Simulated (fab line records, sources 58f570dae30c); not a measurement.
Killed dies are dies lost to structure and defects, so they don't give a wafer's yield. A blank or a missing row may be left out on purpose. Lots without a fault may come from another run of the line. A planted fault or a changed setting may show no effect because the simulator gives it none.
One fault seen from 2 desks | flow berkeley_cmos170 | each desk has only its own numbers; what lay behind them comes last

THE METROLOGY DESK
What the gauges read, lot by lot, whatever tool the lot ran on: means of the sampled wafers that have a number. A lot is out of limits, marked OUT, if its mean lies more than 4 standard deviations from the usual mean; the brackets give that distance.
Columns: A = FIELD_OXIDE_LEFT_2_THK at UCB170_FIELD_THK_MEAS_91, usual 348 nm; B = GATE_OXIDE_THK at UCB170_GATE_THK_MEAS_02, usual 6.67 nm
lot  | first seen here | A   | B
L504 | day 6 17:43     | 328 | 7.13
L503 | day 6 17:58     | 341 | 6.82
L505 | day 7 10:41     | 326 | 6.75
L507 | day 7 17:57     | 337 | 6.65
L508 | day 8 07:25     | 360 | 6.58
L509 | day 8 07:25     | 368 | 6.57
L511 | day 8 11:28     | 359 | 6.49
L514 | day 9 04:20     | 354 | 6.72
L513 | day 9 04:21     | 372 | 6.61
L512 | day 9 05:06     | 354 | 6.76
L517 | day 9 15:29     | 344 | 6.58
L524 | day 10 23:27    | 350 | 6.73
L523 | day 10 23:44    | 356 | 6.55
L525 | day 11 20:47    | 350 | 6.68
This desk's finding: nothing out of limits on any of the 14 lots.

THE TOOL OWNER'S DESK: pecvd-03
The tool's own readings at UCB170_SPACER_CVD_00 (deposits SiO2 from TEOS/O2, target thk 376 nm, time 47 s): means of the sampled wafers that have a number, for each lot that ran on this tool. A lot is out of limits, marked OUT, if its mean lies more than 4 standard deviations from the usual mean; the brackets give that distance.
Columns: A = heater_power_w at UCB170_SPACER_CVD_00, usual 269 W; B = rf_fwd_power_W at UCB170_SPACER_CVD_00, usual 544.7 W; C = susceptor_temp_C at UCB170_SPACER_CVD_00, usual 389.97 C
lot  | first seen here | A   | B                | C
L505 | day 8 04:37     | 193 | 544.3            | 389.89
L511 | day 9 10:44     | 221 | 545.6            | 390.06
L512 | day 9 19:27     | 196 | 543.0            | 389.77
L514 | day 9 20:00     | 183 | 585.3 (+17) OUT  | 389.92
L517 | day 10 11:06    | 218 | 565.2 (+8.5) OUT | 389.98
This desk's finding: out of limits on L514, L517; first on L514, day 9 20:00 (rf_fwd_power_W at UCB170_SPACER_CVD_00). In limits: L505, L511, L512.

PUT TOGETHER
The tool owner's desk could have raised an alarm at day 9 20:00, on L514, L517.
The metrology desk saw nothing out of limits.
The metrology desk has L514, L517 on record, within its limits.
Of the lots named, all ran UCB170_SPACER_CVD_00 on pecvd-03.

WHAT THE SIMULATOR HAD PUT IN
Process parameter drift: pecvd-03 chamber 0, from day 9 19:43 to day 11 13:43, at UCB170_SPACER_CVD_00. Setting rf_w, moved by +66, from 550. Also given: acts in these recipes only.
Lots struck among those shown: L514, L517.
Hours from the fault's start to each desk's first reading out of limits: the tool owner's desk, 0.
